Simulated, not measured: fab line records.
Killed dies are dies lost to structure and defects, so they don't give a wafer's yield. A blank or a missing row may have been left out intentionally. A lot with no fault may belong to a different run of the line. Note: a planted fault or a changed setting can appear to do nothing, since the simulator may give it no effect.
Comparing a struck lot with a sound one ; flow berkeley_cmos170 ; 6 out of 331 route steps
Sound: these wafers, L582.1, L582.3, L582.6. Wafers L594.2, L594.3, L594.4 were the ones struck. The cause is named last.
At each step with rows: each side's tool, then ch and its chambers, then its first start. Under that, the readings that differ: sound wafers ; struck wafers ; difference of the means ; sigmas: that difference in standard deviations of wafers without a fault.
alike: readings whose means differ by less than 2 such deviations, and words and numbers that are the same on both sides. not compared: withheld readings, readings that some wafer has no value for, bounds like >300 that may hide the same value, and numbers for which the record gives no deviation and whose values overlap.
The two part at a step that has a row with sigmas, a row that says differs or no value, or rows on one side only. Non-overlapping numbers with no deviation appear without sigmas and do not part them. Lack of a reading on every wafer of one side parts them only where that side has two or more wafers.

UCB170_START_BOW_MEAS_00:
  sound on film_metro-04 at day 2 21:00; struck on film_metro-02 at day 5 09:01
  alike: INCOMING_BOW
then, 1 step without rows for these wafers: UCB170_START_CLEAN_01 (cleans in dHF, time 60 s).
UCB170_START_OXIDATION_02: target thk 20 nm, ox time 1800 s.
  sound on furnace-03 ch 0, day 3 00:56; struck on furnace-03 ch 0, day 5 12:18
reading;sound;struck;difference;sigmas
ox_time_s (s);1800 1800 1800;2160 2160 2160;+360;
model.SiO2_of_START_OXIDATION_02.thk_nm (nm);20.31 20.49 20.68;21.96 22.24 21.66;+1.46;
  alike: spike_tc_load_C, spike_tc_source_C
UCB170_START_THK_MEAS_03:
  sound on film_metro-02 at day 3 02:26; struck on film_metro-01 at day 5 13:49
reading;sound;struck;difference;sigmas
START_OXIDE_THK (nm);20.3 20.5 20.7;21.9 22.2 21.7;+1.4;+3
then, 2 steps without rows for these wafers: UCB170_START_ANNEAL_04 (time 1200 s); UCB170_M3_PROBE_99.

WHERE THEY PART
At UCB170_START_THK_MEAS_03 and nowhere else, as far as this record goes.

WHY: whatever the simulator had introduced
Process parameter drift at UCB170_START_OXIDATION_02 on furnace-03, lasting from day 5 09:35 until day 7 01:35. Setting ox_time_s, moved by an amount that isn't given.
